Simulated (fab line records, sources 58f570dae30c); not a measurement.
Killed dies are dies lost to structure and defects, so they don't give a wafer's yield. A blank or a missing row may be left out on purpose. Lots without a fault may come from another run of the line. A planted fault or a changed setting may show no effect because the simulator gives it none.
A struck lot beside a sound one | flow berkeley_cmos170 | 17 steps out of a route of 331
Sound: wafers L289.1, L289.2, L289.6. Struck: wafers L301.1, L301.4, L301.5. The cause comes at the end.
At each step with rows: each side's tool, then ch and its chambers, then its first start. Under that, the readings that differ: sound wafers | struck wafers | difference of the means | sigmas: that difference in standard deviations of wafers without a fault.
alike: readings whose means differ by less than 2 such deviations, and words and numbers that are the same on both sides. not compared: withheld readings, readings that some wafer has no value for, bounds like >300 that may hide the same value, and numbers for which the record gives no deviation and whose values overlap.
The two part at a step that has a row with sigmas, a row that says differs or no value, or rows on one side only. Numbers that don't overlap but have no deviation are shown without sigmas and don't part them. A reading that every wafer of one side lacks parts them only if that side has two wafers or more.

first, 2 steps without rows for these wafers: UCB170_M3_COAT_05 (resist thk 900 nm); UCB170_M3_SOFTBAKE_06 (time 60 s).
UCB170_M3_STRIP_07: strips in O2.
  sound on plasma_asher-04 ch 0,1, day 8 09:45; struck on plasma_asher-04 ch 0, day 10 12:17
  alike: drypump_motor_current_A, o2_flow_sccm, oes_product_au, strip_time_to_endpoint_s
  not compared: rf_hours_counter_h
then, 7 steps without rows for these wafers: UCB170_M3_STRIP_08 (strips KrF in DMSO, time 600 s); UCB170_M3_COAT_09; UCB170_M3_COAT_10 (resist thk 900 nm); UCB170_M3_SOFTBAKE_11 (time 60 s); UCB170_M3_EXPOSE_12 (exposes mask METAL3, target cd 700 nm); UCB170_M3_PEB_13; UCB170_M3_DEVELOP_14 (develop time 45 s).
UCB170_M3_CD_MEAS_15: target cd 700 nm.
  sound on cd_sem-02, day 8 11:35; struck on cd_sem-02, day 10 13:46
  alike: cd_nm
UCB170_M3_OVL_MEAS_16:
  sound on overlay-02, day 8 11:43; struck on overlay-02, day 10 13:53
  reading     | sound  | struck    | difference | sigmas
  M3_OVL (nm) | 5 10 3 | -7 -11 -3 | -13        | -2
UCB170_M3_ETCH_17: etches BARC in N2/H2.
  sound on rie_diel-04 ch 1,2,3, day 8 11:45; struck on rie_diel-04 ch 2,3, day 10 13:55
  no value came back on the struck wafers for any of 5 readings (bias_w (W), chamber_pressure_mTorr (mTorr) and others); on the sound wafers bias_w (W) reads 97.92 98.55 98.07
UCB170_M3_METAL_ETCH_18: etches Al in Cl2/BCl3, stops on SiO2, target depth 1170 nm, time 195 s.
  sound on rie_metal-03 ch 0,1, day 8 11:47; struck on rie_metal-01 ch 0, day 10 13:58
  reading                | sound             | struck            | difference | sigmas
  bcl3_flow_sccm (sccm)  | 45.14 45.21 45.09 | 44.88 44.86 44.80 | -0.30      | -3
  oes_product_au (a.u.)  | 0.865 0.854 0.857 | 0.364 0.374 0.369 | -0.490     | -56
  throttle_valve_pct (%) | 24.29 24.34 24.35 | 24.57 24.55 24.57 | +0.24      | +2
  alike: bias_w, drypump_motor_current_A
  not compared: rf_hours_counter_h
UCB170_M3_STRIP_19: strips in O2.
  sound on plasma_asher-03 ch 0,1, day 8 11:59; struck on plasma_asher-04 ch 0,1, day 10 14:09
  reading             | sound             | struck            | difference | sigmas
  o2_flow_sccm (sccm) | 397.4 398.6 396.7 | 400.4 400.8 400.3 | +2.9       | +2
  alike: drypump_motor_current_A, oes_product_au
  not compared: rf_hours_counter_h
UCB170_M3_CD_MEAS_90: target cd 700 nm.
  sound on cd_sem-01, day 8 12:05; struck on cd_sem-01, day 10 14:15
  reading    | sound             | struck | difference                    | sigmas
  cd_nm (nm) | 699.9 703.2 702.5 | - - -  | no value on the struck wafers |
UCB170_M3_BOW_MEAS_20:
  sound on film_metro-03, day 8 12:12; struck on film_metro-04, day 10 14:22
  alike: M3_BOW

WHERE THEY PART
First at UCB170_M3_OVL_MEAS_16; last, within this record, at UCB170_M3_CD_MEAS_90. Later steps at which nothing parts them and some readings are alike: UCB170_M3_BOW_MEAS_20.

WHY: what the simulator had put in
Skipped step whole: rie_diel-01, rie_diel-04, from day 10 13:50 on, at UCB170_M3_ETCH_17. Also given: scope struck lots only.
